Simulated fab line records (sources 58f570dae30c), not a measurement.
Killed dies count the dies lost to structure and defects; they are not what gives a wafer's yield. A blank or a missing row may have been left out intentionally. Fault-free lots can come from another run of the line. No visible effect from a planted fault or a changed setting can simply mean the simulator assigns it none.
The tool behind it: which one?	flow berkeley-cmos170	39 wafers from 13 lots sampled at 2 of the route's 331 steps

## WHAT EACH GAUGE READ, for each wafer
UCB170_ACTIVE_OVL_MEAS_14.
lot	measured	on	ACTIVE_OVL (nm)
L187	day 4 13:49	overlay-01	0 -6 -3
L188	day 4 23:25	overlay-02	0 -2 4
L189	day 5 11:33	overlay-01	8 -5 2
L190	day 5 12:04	overlay-02	2 -6 -4
L191	day 5 12:11	overlay-02	0 5 1
L192	day 5 18:41	overlay-02	-1 10 0
L196	day 7 03:17	overlay-01	-219 -228 -227
L195	day 7 03:25	overlay-02	-224 -225 -227
L197	day 7 03:34	overlay-01	-225 -221 -228
L198	day 7 15:03	overlay-01	-228 -229 -224
L203	day 8 13:10	overlay-02	4 -5 1
L207	day 10 08:23	overlay-01	-4 -6 -8
L210	day 11 01:06	overlay-01	9 -2 -1

## WHICH TOOL RAN EACH LOT (tool, then ch and the chambers of the sampled wafers, then the start)
lot	UCB170_ACTIVE_EXPOSE_10
L187	krf-scanner-02 ch 0, day 4 13:19
L188	krf-scanner-02 ch 0, day 4 22:55
L189	krf-scanner-01 ch 0, day 5 11:00
L190	krf-scanner-02 ch 0, day 5 11:14
L191	krf-scanner-02 ch 0, day 5 11:22
L192	krf-scanner-01 ch 0, day 5 18:06
L196	krf-scanner-01 ch 0, day 7 02:47
L195	krf-scanner-01 ch 0, day 7 02:54
L197	krf-scanner-01 ch 0, day 7 03:02
L198	krf-scanner-01 ch 0, day 7 14:29
L203	krf-scanner-02 ch 0, day 8 12:38
L207	krf-scanner-02 ch 0, day 10 07:52
L210	krf-scanner-02 ch 0, day 11 00:35
- UCB170_ACTIVE_EXPOSE_10: exposes mask ACTIVE, target cd 1200 nm.

## WHAT THE TOOLS THEMSELVES READ (means of the sampled wafers that have a number; where no wafer has one, the mark that the record gives instead)
The record holds no such reading with a usual standard deviation.

## THE ANSWER, worked out from the rows above alone
Rule: the lots themselves supply what counts as usual. Put in order of their means at a reading, lots are off if they are a third of the lots or fewer, leave a main group of 4 or more, and stand apart from it by a gap of 3 or more times the standard deviation of the main group's means; of several such gaps the widest counts. The tables above print the reading to a certain number of digits; a main group whose means all agree to those digits is not used. Also off: a lot with no number at a reading for which 4 or more lots have one. Where the step has rows for the other lots, those lots are counted as sound. After the gauges, taken in route order, come the tools' own readings; for these a lot's mean is taken, as printed above. At the first step where some lot is off, the reading lying furthest off is the one used; lots without a number count as furthest.
Off: L196, L195, L197, L198, at UCB170_ACTIVE_OVL_MEAS_14 (ACTIVE_OVL). The main group has a mean of -0 nm with a standard deviation of 2.8.
If a tool, at a process step before that reading, ran all the lots that are off and no sound lot after the first of them, it fits. Gauges at UCB170_ACTIVE_OVL_MEAS_14: tried the same way as those tools. One fits: krf-scanner-01 at UCB170_ACTIVE_EXPOSE_10. A fault onset in the window from L192 (day 5 18:06, its last sound lot) to L196 (day 7 02:47, its first lot off) fits.

## WHAT HAD BEEN PUT IN BY THE SIMULATOR
Scanner matching overlay: krf-scanner-01, from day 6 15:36 on, at UCB170_ACTIVE_EXPOSE_10. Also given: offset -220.
Lots struck among those shown: L196, L195, L197, L198. The rule above found the same.
